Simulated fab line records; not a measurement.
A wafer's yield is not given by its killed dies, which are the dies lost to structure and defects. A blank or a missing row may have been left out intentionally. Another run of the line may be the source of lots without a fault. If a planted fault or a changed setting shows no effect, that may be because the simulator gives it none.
Split-lot study / flow rit_cmos / 23 wafers read from 5 lots, route of 202 steps

## THE SPLIT ITSELF
At RIT_PSD_COAT_01 (resist thk 1000 nm), the setting spin_rpm was moved away from the recipe's 3250 rpm on 7 of the 23 wafers read, by -4.4% to +5.4%. The other wafers ran this setting at the recipe's value.

## FROM THE SPLIT TO THE READING: what the file shows between them, 3 steps
- RIT_PSD_SOFTBAKE_02: time 60 s
- RIT_PSD_EXPOSE_03: exposes mask M10, target cd 40900 nm
- RIT_PSD_DEVELOP_05: develop time 50 s

## THE READING
NOVOLAK_of_PSD_COAT_01.thk_nm (the simulator's own value, which no gauge read), in nm, at RIT_PSD_HARDBAKE_07 (time 60 s). The file gives no usual value for it. Here, 16 wafers ran the recipe; their average is 884.4 nm with a standard deviation of 1.8 nm.

wafer=L075.1; tool, chamber at the split=litho_track-03, 0; spin_rpm as run, rpm=3386; against the recipe=+4.2%; NOVOLAK_of_PSD_COAT_01.thk_nm, nm=870.8; against lot-mates on the recipe=-15.8
wafer=L075.2; tool, chamber at the split=litho_track-03, 0; spin_rpm as run, rpm=3250; against the recipe=recipe; NOVOLAK_of_PSD_COAT_01.thk_nm, nm=886.9; against lot-mates on the recipe=-
wafer=L075.3; tool, chamber at the split=litho_track-03, 0; spin_rpm as run, rpm=3250; against the recipe=recipe; NOVOLAK_of_PSD_COAT_01.thk_nm, nm=885.4; against lot-mates on the recipe=-
wafer=L075.4; tool, chamber at the split=litho_track-03, 0; spin_rpm as run, rpm=3386; against the recipe=+4.2%; NOVOLAK_of_PSD_COAT_01.thk_nm, nm=867.6; against lot-mates on the recipe=-19.0
wafer=L075.5; tool, chamber at the split=litho_track-03, 0; spin_rpm as run, rpm=3250; against the recipe=recipe; NOVOLAK_of_PSD_COAT_01.thk_nm, nm=887.5; against lot-mates on the recipe=-
wafer=L076.1; tool, chamber at the split=litho_track-02, 0; spin_rpm as run, rpm=3250; against the recipe=recipe; NOVOLAK_of_PSD_COAT_01.thk_nm, nm=885.9; against lot-mates on the recipe=-
wafer=L076.4; tool, chamber at the split=litho_track-02, 0; spin_rpm as run, rpm=3250; against the recipe=recipe; NOVOLAK_of_PSD_COAT_01.thk_nm, nm=886.6; against lot-mates on the recipe=-
wafer=L076.5; tool, chamber at the split=litho_track-02, 0; spin_rpm as run, rpm=3250; against the recipe=recipe; NOVOLAK_of_PSD_COAT_01.thk_nm, nm=883.2; against lot-mates on the recipe=-
wafer=L080.1; tool, chamber at the split=litho_track-03, 0; spin_rpm as run, rpm=3250; against the recipe=recipe; NOVOLAK_of_PSD_COAT_01.thk_nm, nm=885.4; against lot-mates on the recipe=-
wafer=L080.2; tool, chamber at the split=litho_track-03, 0; spin_rpm as run, rpm=3250; against the recipe=recipe; NOVOLAK_of_PSD_COAT_01.thk_nm, nm=884.2; against lot-mates on the recipe=-
wafer=L080.5; tool, chamber at the split=litho_track-03, 0; spin_rpm as run, rpm=3250; against the recipe=recipe; NOVOLAK_of_PSD_COAT_01.thk_nm, nm=884.2; against lot-mates on the recipe=-
wafer=L080.3; tool, chamber at the split=litho_track-03, 0; spin_rpm as run, rpm=3250; against the recipe=recipe; NOVOLAK_of_PSD_COAT_01.thk_nm, nm=881.2; against lot-mates on the recipe=-
wafer=L080.4; tool, chamber at the split=litho_track-03, 0; spin_rpm as run, rpm=3250; against the recipe=recipe; NOVOLAK_of_PSD_COAT_01.thk_nm, nm=884.1; against lot-mates on the recipe=-
wafer=L082.1; tool, chamber at the split=litho_track-04, 0; spin_rpm as run, rpm=3250; against the recipe=recipe; NOVOLAK_of_PSD_COAT_01.thk_nm, nm=883.2; against lot-mates on the recipe=-
wafer=L082.2; tool, chamber at the split=litho_track-04, 0; spin_rpm as run, rpm=3250; against the recipe=recipe; NOVOLAK_of_PSD_COAT_01.thk_nm, nm=882.9; against lot-mates on the recipe=-
wafer=L082.3; tool, chamber at the split=litho_track-04, 0; spin_rpm as run, rpm=3250; against the recipe=recipe; NOVOLAK_of_PSD_COAT_01.thk_nm, nm=884.9; against lot-mates on the recipe=-
wafer=L082.4; tool, chamber at the split=litho_track-04, 0; spin_rpm as run, rpm=3108; against the recipe=-4.4%; NOVOLAK_of_PSD_COAT_01.thk_nm, nm=904; against lot-mates on the recipe=+20.3
wafer=L082.5; tool, chamber at the split=litho_track-04, 0; spin_rpm as run, rpm=3108; against the recipe=-4.4%; NOVOLAK_of_PSD_COAT_01.thk_nm, nm=903.5; against lot-mates on the recipe=+19.8
wafer=L085.2; tool, chamber at the split=litho_track-04, 0; spin_rpm as run, rpm=3425; against the recipe=+5.4%; NOVOLAK_of_PSD_COAT_01.thk_nm, nm=859.5; against lot-mates on the recipe=-22.9
wafer=L085.3; tool, chamber at the split=litho_track-04, 0; spin_rpm as run, rpm=3250; against the recipe=recipe; NOVOLAK_of_PSD_COAT_01.thk_nm, nm=881.1; against lot-mates on the recipe=-
wafer=L085.4; tool, chamber at the split=litho_track-04, 0; spin_rpm as run, rpm=3425; against the recipe=+5.4%; NOVOLAK_of_PSD_COAT_01.thk_nm, nm=860.3; against lot-mates on the recipe=-22.1
wafer=L085.5; tool, chamber at the split=litho_track-04, 0; spin_rpm as run, rpm=3425; against the recipe=+5.4%; NOVOLAK_of_PSD_COAT_01.thk_nm, nm=859.7; against lot-mates on the recipe=-22.7
wafer=L085.6; tool, chamber at the split=litho_track-04, 0; spin_rpm as run, rpm=3250; against the recipe=recipe; NOVOLAK_of_PSD_COAT_01.thk_nm, nm=883.7; against lot-mates on the recipe=-

FIT RESULTS
A straight line over all 23 wafers: NOVOLAK_of_PSD_COAT_01.thk_nm changes by -4.34 nm for each +1% of spin_rpm; r = -0.99; the points scatter about the line by 1.9 nm.
The same after taking each lot's own level away (the mean of its wafers on the recipe; 23 wafers): -4.3 nm for each +1%; r = -0.99; scatter 1.3 nm.
That fit puts the effect of the largest move of spin_rpm on the reading at 23 nm.
From 882.40 to 886.60 nm: that is the span of the lots' own levels, equal to 2.3 times the standard deviation above.
The two slopes agree, so the slope changes little with the lot-to-lot level.
Check: -22.9 nm against its lot-mates is what the line predicts for one of the wafers moved furthest among these (+5.4%) when that wafer is left out of the fit. It came out at -22.9 nm against them.

## FURTHER SPLITS ON THESE WAFERS
These wafers also went through other splits before the reading. Each is held against what the fit with the lots' levels taken away leaves over:
other split on the same wafers=RIT_SPACER_CVD_03 nh3_flow_sccm; wafers away from the commonest value=15; r with NOVOLAK_of_PSD_COAT_01.thk_nm (lot level and that fit taken away)=-0.07
other split on the same wafers=RIT_NSD_IMPLANT_08 energy_kev; wafers away from the commonest value=8; r with NOVOLAK_of_PSD_COAT_01.thk_nm (lot level and that fit taken away)=-0.09

## THE WHOLE CHAIN: every reading that the file lists as answering this split, in the file's order
step=RIT_PSD_COAT_01; what it does=resist thk 1000 nm; reading=NOVOLAK_of_PSD_COAT_01.thk_nm (the simulator's own value, which no gauge read); change (the file's fit)=-4.91 nm for each +1% of the setting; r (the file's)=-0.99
step=RIT_PSD_HARDBAKE_07; what it does=time 60 s; reading=NOVOLAK_of_PSD_COAT_01.thk_nm (the simulator's own value, which no gauge read); change (the file's fit)=-4.3 nm for each +1% of the setting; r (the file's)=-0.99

## FILE'S OWN FIT
NOVOLAK_of_PSD_COAT_01.thk_nm changes by -4.3 nm for each +1% of spin_rpm, r = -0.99.
